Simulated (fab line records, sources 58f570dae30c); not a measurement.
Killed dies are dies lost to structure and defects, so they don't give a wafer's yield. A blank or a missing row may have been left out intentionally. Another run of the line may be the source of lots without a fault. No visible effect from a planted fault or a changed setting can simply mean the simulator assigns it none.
The tool behind it: which one?	flow berkeleyCmos170	Sampling: 14 lots, 42 wafers, 6 of 331 route steps

WHAT EACH GAUGE READ, for each wafer
UCB170_NSD_CD_MEAS_06: the cd target is 1200 nm. Usual: cdNm 1200.0 nm, standard deviation 1.3.
lot	measured	on	cdNm (nm)	flag
L131	day 7 16:09	cdSem-02	1201.7 1200.2 1201.8	
L133	day 7 17:33	cdSem-01	1201.8 1202.2 1201.5	
L137	day 8 19:56	cdSem-01	1200.9 1200.2 1200.8	
L139	day 9 04:20	cdSem-01	1201.2 1201.7 1202.3	
L138	day 9 04:28	cdSem-02	1201.5 1199.8 1201.7	
L140	day 9 04:45	cdSem-02	1198.3 1199.2 1199.6	
L144	day 10 05:13	cdSem-02	1199.7 1199.6 1198.8	
L146	day 10 05:29	cdSem-02	1199.4 1199.2 1197.8	
L145	day 10 05:29	cdSem-01	1197.7 1198.3 1196.9	
L141	day 10 05:37	cdSem-02	1201.3 1200.0 1199.5	
L143	day 10 05:44	cdSem-01	1200.6 1202.1 1201.3	
L148	day 11 04:53	cdSem-01	1199.7 1201.1 1200.8	
L150	day 11 05:47	cdSem-02	1198.7 1199.3 1197.8	
L154	day 12 06:19	cdSem-01	1201.0 1200.1 1199.8	

UCB170_M2_CD_MEAS_90: the cd target is 700 nm. Usual: cdNm 699.6 nm, standard deviation 2.6.
lot	measured	on	cdNm (nm)	flag
L131	day 8 16:17	cdSem-01	699.8 699.5 696.0	
L133	day 9 02:15	cdSem-02	702.4 704.0 701.9	
L137	day 9 13:57	cdSem-02	700.2 704.0 699.2	
L139	day 9 20:41	cdSem-01	700.5 698.6 696.6	
L138	day 9 22:02	cdSem-01	698.4 700.9 697.4	
L140	day 9 23:04	cdSem-01	700.4 701.0 699.3	
L144	day 10 20:25	cdSem-01	702.2 699.1 700.2	
L146	day 11 03:20	cdSem-02	699.6 698.9 699.7	
L145	day 11 03:31	cdSem-01	698.7 695.3 698.4	
L141	day 11 03:38	cdSem-01	700.4 700.2 699.5	
L143	day 11 03:44	cdSem-01	692.6 690.1 692.6	OFF
L148	day 11 20:21	cdSem-01	690.7 691.9 692.0	OFF
L150	day 11 22:35	cdSem-01	701.9 702.1 704.0	
L154	day 12 21:41	cdSem-02	697.1 699.7 697.5	

UCB170_M3_OVL_MEAS_16. Usual: M3_OVL gives 1 nm (standard deviation 4.9).
lot	measured	on	M3_OVL (nm)	flag
L131	day 9 02:33	overlay-01	3 5 9	
L133	day 9 06:53	overlay-01	15 6 7	
L137	day 9 21:11	overlay-02	5 0 0	
L139	day 10 02:14	overlay-02	-4 -7 7	
L138	day 10 03:43	overlay-01	-11 4 -2	
L140	day 10 04:13	overlay-02	3 1 7	
L144	day 11 02:29	overlay-01	-4 1 -3	
L146	day 11 09:02	overlay-01	-1 4 -3	
L145	day 11 09:44	overlay-01	5 4 1	
L141	day 11 09:31	overlay-02	-2 2 3	
L143	day 11 09:46	overlay-02	10 -6 4	
L148	day 12 03:14	overlay-01	-2 6 -2	
L150	day 12 04:23	overlay-01	-3 4 3	
L154	day 13 02:28	overlay-02	-3 1 8	

WHICH TOOL RAN EACH LOT (tool, then ch and the chambers of the sampled wafers, then the start)
lot	UCB170_V1_STRIP_15	UCB170_M2_METAL_ETCH_18	UCB170_M2_STRIP_19
L131	plasmaAsher-04 ch 0,1, day 8 10:37	rieMetal-02 ch 0,1, day 8 15:59	plasmaAsher-01 ch 0, day 8 16:10
L133	plasmaAsher-03 ch 1, day 8 20:07	rieMetal-02 ch 0, day 9 01:50	plasmaAsher-03 ch 1, day 9 02:01
L137	plasmaAsher-03 ch 0,1, day 9 09:10	rieMetal-02 ch 0,1, day 9 13:38	plasmaAsher-01 ch 0,1, day 9 13:50
L139	plasmaAsher-01 ch 0,1, day 9 17:04	rieMetal-02 ch 0,1, day 9 20:24	plasmaAsher-02 ch 0,1, day 9 20:35
L138	plasmaAsher-03 ch 0, day 9 18:20	rieMetal-03 ch 0,1, day 9 21:44	plasmaAsher-01 ch 1, day 9 21:55
L140	plasmaAsher-03 ch 0, day 9 19:59	rieMetal-02 ch 0,1, day 9 22:46	plasmaAsher-02 ch 0,1, day 9 22:57
L144	plasmaAsher-04 ch 0,1, day 10 17:43	rieMetal-01 ch 0,1, day 10 20:08	plasmaAsher-01 ch 0,1, day 10 20:19
L146	plasmaAsher-01 ch 0,1, day 10 22:46	rieMetal-01 ch 0, day 11 02:57	plasmaAsher-01 ch 0,1, day 11 03:08
L145	plasmaAsher-04 ch 0,1, day 10 22:35	rieMetal-03 ch 1, day 11 03:06	plasmaAsher-02 ch 1, day 11 03:17
L141	plasmaAsher-01 ch 0,1, day 10 23:14	rieMetal-02 ch 0,1, day 11 03:10	plasmaAsher-03 ch 0,1, day 11 03:21
L143	plasmaAsher-03 ch 0,1, day 10 22:55	rieMetal-01 ch 0,1, day 11 03:25	plasmaAsher-01 ch 0,1, day 11 03:35
L148	plasmaAsher-01 ch 0,1, day 11 17:13	rieMetal-01 ch 0,1, day 11 20:05	plasmaAsher-02 ch 0,1, day 11 20:15
L150	plasmaAsher-04 ch 0,1, day 11 19:58	rieMetal-02 ch 0,1, day 11 22:18	plasmaAsher-03 ch 0,1, day 11 22:29
L154	plasmaAsher-01 ch 0,1, day 12 18:46	rieMetal-02 ch 0,1, day 12 21:24	plasmaAsher-01 ch 0,1, day 12 21:35
- UCB170_V1_STRIP_15: strips in O2.
- UCB170_M2_METAL_ETCH_18: etches Al in Cl2/BCl3, stops on SiO2, target depth 1170 nm, time 195 s.
- UCB170_M2_STRIP_19: strips in O2.

WHAT THE TOOLS THEMSELVES READ (means of the sampled wafers that have a number; where no wafer has one, the mark that the record gives instead)
UCB170_V1_STRIP_15. Usual: drypumpMotorCurrentA 5.6 A, standard deviation 0.66; oesProductAu 0.722 a.u., standard deviation 0.0044; stripTimeToEndpointS 15.30 s, standard deviation 0.091.
lot	tool	drypumpMotorCurrentA (A)	oesProductAu (a.u.)	stripTimeToEndpointS (s)	flag
L131	plasmaAsher-04	6.3	0.722	15.26	
L133	plasmaAsher-03	6.1	0.721	15.29	
L137	plasmaAsher-03	5.4	0.721	15.25	
L139	plasmaAsher-01	5.2	0.723	15.24	
L138	plasmaAsher-03	5.0	0.723	15.27	
L140	plasmaAsher-03	5.0	0.717	15.41	
L144	plasmaAsher-04	6.2	0.721	15.34	
L146	plasmaAsher-01	5.2	0.720	15.23	
L145	plasmaAsher-04	6.2	0.723	15.38	
L141	plasmaAsher-01	5.3	0.726	15.31	
L143	plasmaAsher-03	5.8	0.721	15.35	
L148	plasmaAsher-01	5.3	0.722	15.42	
L150	plasmaAsher-04	6.3	0.722	15.33	
L154	plasmaAsher-01	5.0	0.724	15.33	

UCB170_M2_METAL_ETCH_18. Usual: bcl3FlowSccm 44.99 sccm, standard deviation 0.13; drypumpMotorCurrentA 5.6 A, standard deviation 0.58; oesProductAu 0.852 a.u., standard deviation 0.0085; throttleValvePct 24.35 %, standard deviation 0.2.
lot	tool	bcl3FlowSccm (sccm)	drypumpMotorCurrentA (A)	oesProductAu (a.u.)	throttleValvePct (%)	flag
L131	rieMetal-02	44.96	5.9	0.848	24.25	
L133	rieMetal-02	45.05	5.9	0.866	24.25	
L137	rieMetal-02	45.10	5.9	0.843	24.26	
L139	rieMetal-02	44.98	5.9	0.859	24.25	
L138	rieMetal-03	45.09	5.3	0.855	24.60	
L140	rieMetal-02	44.92	5.9	0.853	24.24	
L144	rieMetal-01	44.92	5.1	0.864	24.35	
L146	rieMetal-01	44.95	5.1	0.869	24.03	
L145	rieMetal-03	44.72	6.5	0.848	24.46	
L141	rieMetal-02	45.00	5.9	0.854	24.25	
L143	rieMetal-01	44.98	5.1	0.781	24.38	OFF
L148	rieMetal-01	45.16	5.1	0.780	24.22	OFF
L150	rieMetal-02	45.06	5.9	0.846	24.25	
L154	rieMetal-02	44.94	5.9	0.836	24.26	

UCB170_M2_STRIP_19. Usual: drypumpMotorCurrentA 5.4 A, standard deviation 0.47; oesProductAu 0.538 a.u., standard deviation 0.009.
lot	tool	drypumpMotorCurrentA (A)	oesProductAu (a.u.)	flag
L131	plasmaAsher-01	4.8	0.550	
L133	plasmaAsher-03	6.1	0.546	
L137	plasmaAsher-01	5.0	0.550	
L139	plasmaAsher-02	5.6	0.542	
L138	plasmaAsher-01	5.5	0.548	
L140	plasmaAsher-02	5.3	0.539	
L144	plasmaAsher-01	5.3	0.522	
L146	plasmaAsher-01	5.0	0.526	
L145	plasmaAsher-02	5.8	0.527	
L141	plasmaAsher-03	5.4	0.549	
L143	plasmaAsher-01	5.3	0.393	OFF
L148	plasmaAsher-02	5.4	0.395	OFF
L150	plasmaAsher-03	5.4	0.538	
L154	plasmaAsher-01	5.3	0.537	

THE ANSWER, worked out from the rows above alone
Rule: a lot counts as off when the mean over its wafers that have a number is more than 3 standard deviations away from the usual mean. Also off: a lot with no number at a reading for which 4 or more lots have one. The other lots that the step has rows for count as sound. First the gauges in route order, then the tools' own readings, where a lot's mean is used as printed above. The first step at which some lot is off is used, and at that step the reading that is off furthest; a lot without a number counts as furthest.
Off, at UCB170_M2_CD_MEAS_90 on cdNm: L143, L148.
If a tool, at a process step before that reading, ran all the lots that are off and no sound lot after the first of them, it fits. Not tried: the gauges at UCB170_M2_CD_MEAS_90; whatever is off there is also off at UCB170_M2_METAL_ETCH_18, on other tools, and gauge error can't account for it. One fits: rieMetal-01 at UCB170_M2_METAL_ETCH_18. A fault onset in the window from L146 (day 11 02:57, its last sound lot) to L143 (day 11 03:25, its first lot off) fits.
The tool's own readings at UCB170_M2_METAL_ETCH_18 bear it out: on the lots that are off they differ by more than 5 times the standard deviation of the sound lots' means. oesProductAu reads 0.780 a.u. there against 0.853 a.u. on the sound lots.

WHAT THE SIMULATOR HAD INSERTED
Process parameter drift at UCB170_M2_METAL_ETCH_18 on rieMetal-01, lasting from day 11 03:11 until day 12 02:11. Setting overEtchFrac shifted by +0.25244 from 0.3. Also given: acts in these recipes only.
Struck lots among those shown: L143, L148. This agrees with what the rule above found.
